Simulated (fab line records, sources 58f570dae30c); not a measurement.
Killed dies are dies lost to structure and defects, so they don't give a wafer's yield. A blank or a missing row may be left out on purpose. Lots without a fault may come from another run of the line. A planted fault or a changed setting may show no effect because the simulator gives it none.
Which tool did it? | flow berkeley_cmos170 | 14 lots, 42 wafers sampled, at 5 steps of a route of 331

WHAT THE GAUGES READ, wafer by wafer
UCB170_M1_CD_MEAS_90: target cd 700 nm.
lot  | measured     | on        | cd_nm (nm)
L935 | day 7 13:49  | cd_sem-02 | 695.3 696.2 694.9
L938 | day 8 12:19  | cd_sem-02 | 700.7 698.8 697.0
L940 | day 8 18:04  | cd_sem-02 | 698.7 698.8 697.7
L942 | day 9 08:34  | cd_sem-01 | 699.2 699.4 700.7
L941 | day 9 08:43  | cd_sem-02 | 698.8 703.1 700.8
L943 | day 10 08:43 | cd_sem-01 | 697.0 696.3 699.5
L945 | day 10 09:01 | cd_sem-02 | 698.2 699.8 699.6
L948 | day 10 20:43 | cd_sem-02 | 700.0 701.9 698.5
L947 | day 10 21:02 | cd_sem-02 | 699.5 700.2 697.2
L946 | day 10 22:56 | cd_sem-01 | 700.7 696.2 699.8
L951 | day 11 03:35 | cd_sem-02 | 695.7 693.4 696.7
L950 | day 11 05:02 | cd_sem-02 | 697.3 699.5 698.4
L956 | day 12 01:52 | cd_sem-02 | 698.0 698.2 696.8
L958 | day 12 19:05 | cd_sem-02 | 699.2 700.4 697.8

UCB170_V2_CD_MEAS_90: target cd 700 nm.
lot  | measured     | on        | cd_nm (nm)
L935 | day 8 01:38  | cd_sem-02 | 700.4 701.8 701.9
L938 | day 8 21:31  | cd_sem-01 | 701.5 700.4 699.8
L940 | day 9 03:58  | cd_sem-02 | 699.5 699.0 701.1
L942 | day 9 17:19  | cd_sem-02 | 699.5 697.8 698.2
L941 | day 9 18:31  | cd_sem-01 | 698.4 698.0 698.5
L943 | day 10 19:11 | cd_sem-02 | 700.0 699.8 700.8
L945 | day 10 19:41 | cd_sem-02 | 700.3 697.8 700.3
L948 | day 11 09:13 | cd_sem-01 | 701.1 701.2 700.1
L947 | day 11 10:26 | cd_sem-02 | 700.7 701.9 700.6
L946 | day 11 14:12 | cd_sem-01 | 700.7 701.5 701.0
L951 | day 11 15:19 | cd_sem-01 | 701.3 702.9 701.8
L950 | day 11 15:33 | cd_sem-02 | 699.2 698.3 698.1
L956 | day 12 15:14 | cd_sem-02 | 700.2 701.1 701.2
L958 | day 13 04:27 | cd_sem-01 | 700.6 700.4 700.3

WHICH TOOL RAN EACH LOT (tool, then ch and the chambers of the sampled wafers, then the start)
lot  | UCB170_M2_SPUTTER_01         | UCB170_V2_ETCH_14                  | UCB170_V2_STRIP_15
L935 | pvd_sputter-01, day 7 18:46  | rie_diel-04 ch 1,3, day 8 01:19    | plasma_asher-01 ch 0,1, day 8 01:31
L938 | pvd_sputter-01, day 8 16:22  | rie_diel-03 ch 0,2, day 8 21:13    | plasma_asher-04 ch 0,1, day 8 21:25
L940 | pvd_sputter-01, day 8 21:53  | rie_diel-04 ch 2,3, day 9 03:37    | plasma_asher-02 ch 0,1, day 9 03:50
L942 | pvd_sputter-01, day 9 12:28  | rie_diel-01 ch 0,2,3, day 9 17:02  | plasma_asher-04 ch 0,1, day 9 17:13
L941 | pvd_sputter-04, day 9 13:49  | rie_diel-01 ch 0,2, day 9 18:14    | plasma_asher-04 ch 0,1, day 9 18:25
L943 | pvd_sputter-02, day 10 13:37 | rie_diel-01 ch 0,2, day 10 18:55   | plasma_asher-02 ch 0, day 10 19:05
L945 | pvd_sputter-04, day 10 13:51 | rie_diel-04 ch 0,1,2, day 10 19:23 | plasma_asher-02 ch 0,1, day 10 19:34
L948 | pvd_sputter-01, day 11 02:33 | rie_diel-01 ch 0,3, day 11 08:55   | plasma_asher-04 ch 0,1, day 11 09:06
L947 | pvd_sputter-02, day 11 02:48 | rie_diel-04 ch 0,1,2, day 11 10:06 | plasma_asher-04 ch 0,1, day 11 10:20
L946 | pvd_sputter-01, day 11 06:44 | rie_diel-04 ch 0,1,3, day 11 13:54 | plasma_asher-01 ch 0,1, day 11 14:05
L951 | pvd_sputter-02, day 11 09:54 | rie_diel-04 ch 1,2, day 11 15:01   | plasma_asher-04 ch 0,1, day 11 15:11
L950 | pvd_sputter-01, day 11 09:56 | rie_diel-01 ch 0,1, day 11 15:16   | plasma_asher-01 ch 0,1, day 11 15:26
L956 | pvd_sputter-01, day 12 07:38 | rie_diel-04 ch 1,2, day 12 14:57   | plasma_asher-02 ch 0,1, day 12 15:08
L958 | pvd_sputter-01, day 12 22:59 | rie_diel-01 ch 0,1, day 13 04:10   | plasma_asher-01 ch 0,1, day 13 04:21
- UCB170_M2_SPUTTER_01: material Al, target thk 900 nm, time 120 s.
- UCB170_V2_ETCH_14: etches SiO2 in CHF3/CF4/Ar, stops on Al, target depth 1250 nm, time 291 s.
- UCB170_V2_STRIP_15: strips in O2.

WHAT THE TOOLS THEMSELVES READ (means of the sampled wafers that have a number; where no wafer has one, the mark that the record gives instead)
UCB170_M2_SPUTTER_01.
lot  | tool           | throttle_valve_pct (%)
L935 | pvd_sputter-01 | 31.5
L938 | pvd_sputter-01 | 30.4
L940 | pvd_sputter-01 | 31.0
L942 | pvd_sputter-01 | 31.8
L941 | pvd_sputter-04 | 31.3
L943 | pvd_sputter-02 | 30.7
L945 | pvd_sputter-04 | 29.8
L948 | pvd_sputter-01 | 30.2
L947 | pvd_sputter-02 | 30.2
L946 | pvd_sputter-01 | 30.8
L951 | pvd_sputter-02 | 30.3
L950 | pvd_sputter-01 | 31.5
L956 | pvd_sputter-01 | 31.7
L958 | pvd_sputter-01 | 30.9

UCB170_V2_ETCH_14.
lot  | tool        | cf4_flow_sccm (sccm) | drypump_motor_current_A (A) | mfc_ar_sccm (sccm) | oes_product_au (a.u.) | throttle_valve_pct (%)
L935 | rie_diel-04 | 14.97                | 6.1                         | 149.8              | 0.855                 | 7.06
L938 | rie_diel-03 | 15.03                | 5.6                         | 149.9              | 0.876                 | 6.91
L940 | rie_diel-04 | 14.96                | 5.8                         | 149.5              | 0.868                 | 7.11
L942 | rie_diel-01 | 15.00                | 5.9                         | 150.3              | 0.867                 | 7.07
L941 | rie_diel-01 | 14.98                | 6.5                         | 150.2              | 0.868                 | 7.02
L943 | rie_diel-01 | 15.03                | 6.5                         | 150.0              | 0.860                 | 7.03
L945 | rie_diel-04 | 15.04                | 5.9                         | 149.9              | 0.871                 | 7.04
L948 | rie_diel-01 | 14.94                | 5.4                         | 149.8              | 0.871                 | 7.12
L947 | rie_diel-04 | 15.01                | 5.9                         | 149.9              | 0.875                 | 7.03
L946 | rie_diel-04 | 15.03                | 6.0                         | 150.1              | 0.864                 | 7.04
L951 | rie_diel-04 | 14.99                | 6.2                         | 150.1              | 0.790                 | 6.97
L950 | rie_diel-01 | 14.99                | 6.0                         | 150.0              | 0.855                 | 6.92
L956 | rie_diel-04 | 14.99                | 6.2                         | 150.3              | 0.787                 | 6.96
L958 | rie_diel-01 | 14.97                | 6.3                         | 149.9              | 0.867                 | 6.97

UCB170_V2_STRIP_15.
lot  | tool            | drypump_motor_current_A (A) | oes_product_au (a.u.) | strip_time_to_endpoint_s (s)
L935 | plasma_asher-01 | 5.7                         | 0.730                 | 15.49
L938 | plasma_asher-04 | 5.0                         | 0.720                 | 15.32
L940 | plasma_asher-02 | 5.3                         | 0.716                 | 15.27
L942 | plasma_asher-04 | 5.0                         | 0.719                 | 15.26
L941 | plasma_asher-04 | 5.0                         | 0.721                 | 15.45
L943 | plasma_asher-02 | 5.2                         | 0.719                 | 15.33
L945 | plasma_asher-02 | 5.5                         | 0.726                 | 15.41
L948 | plasma_asher-04 | 5.0                         | 0.722                 | 15.28
L947 | plasma_asher-04 | 5.4                         | 0.722                 | 15.28
L946 | plasma_asher-01 | 5.7                         | 0.722                 | 15.35
L951 | plasma_asher-04 | 5.0                         | 0.722                 | 14.03
L950 | plasma_asher-01 | 5.7                         | 0.721                 | 15.40
L956 | plasma_asher-02 | 5.5                         | 0.720                 | 14.25
L958 | plasma_asher-01 | 5.5                         | 0.721                 | 15.31

THE ANSWER, worked out from the rows above alone
Rule: what is usual is taken from the lots themselves. Put in order of their means at a reading, lots are off if they are a third of the lots or fewer, leave a main group of 4 or more, and stand apart from it by a gap of 3 or more times the standard deviation of the main group's means; of several such gaps the widest counts. A main group whose means are all the same, to the digits that the tables above print for the reading, isn't used. A lot without any number at a reading at which 4 lots or more have one is off too. The other lots that the step has rows for count as sound. The gauges are gone through in route order, then the tools' own readings, and for those a lot's mean is taken as printed above. The first step at which some lot is off is used, and at that step the reading that is off furthest; a lot without a number counts as furthest.
Off: L951, L956, at UCB170_V2_ETCH_14 (oes_product_au). The main group: mean 0.866 a.u., standard deviation 0.0066.
A tool fits if, at that step or a process step before it, it ran every lot that is off, and no sound lot after the first of them. One fits: rie_diel-04 at UCB170_V2_ETCH_14. Its last sound lot is L946 (day 11 13:54), its first lot that is off L951 (day 11 15:01): a fault that began between those two fits.
The tool's own readings at UCB170_V2_ETCH_14 bear it out: on the lots that are off they differ by more than 5 times the standard deviation of the sound lots' means. oes_product_au reads 0.788 a.u. there against 0.866 a.u. on the sound lots.

WHAT THE SIMULATOR HAD PUT IN
Process parameter drift: rie_diel-04, from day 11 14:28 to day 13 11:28, at UCB170_V2_ETCH_14. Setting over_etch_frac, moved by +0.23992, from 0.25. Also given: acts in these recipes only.
Lots struck among those shown: L951, L956. The rule above found the same.
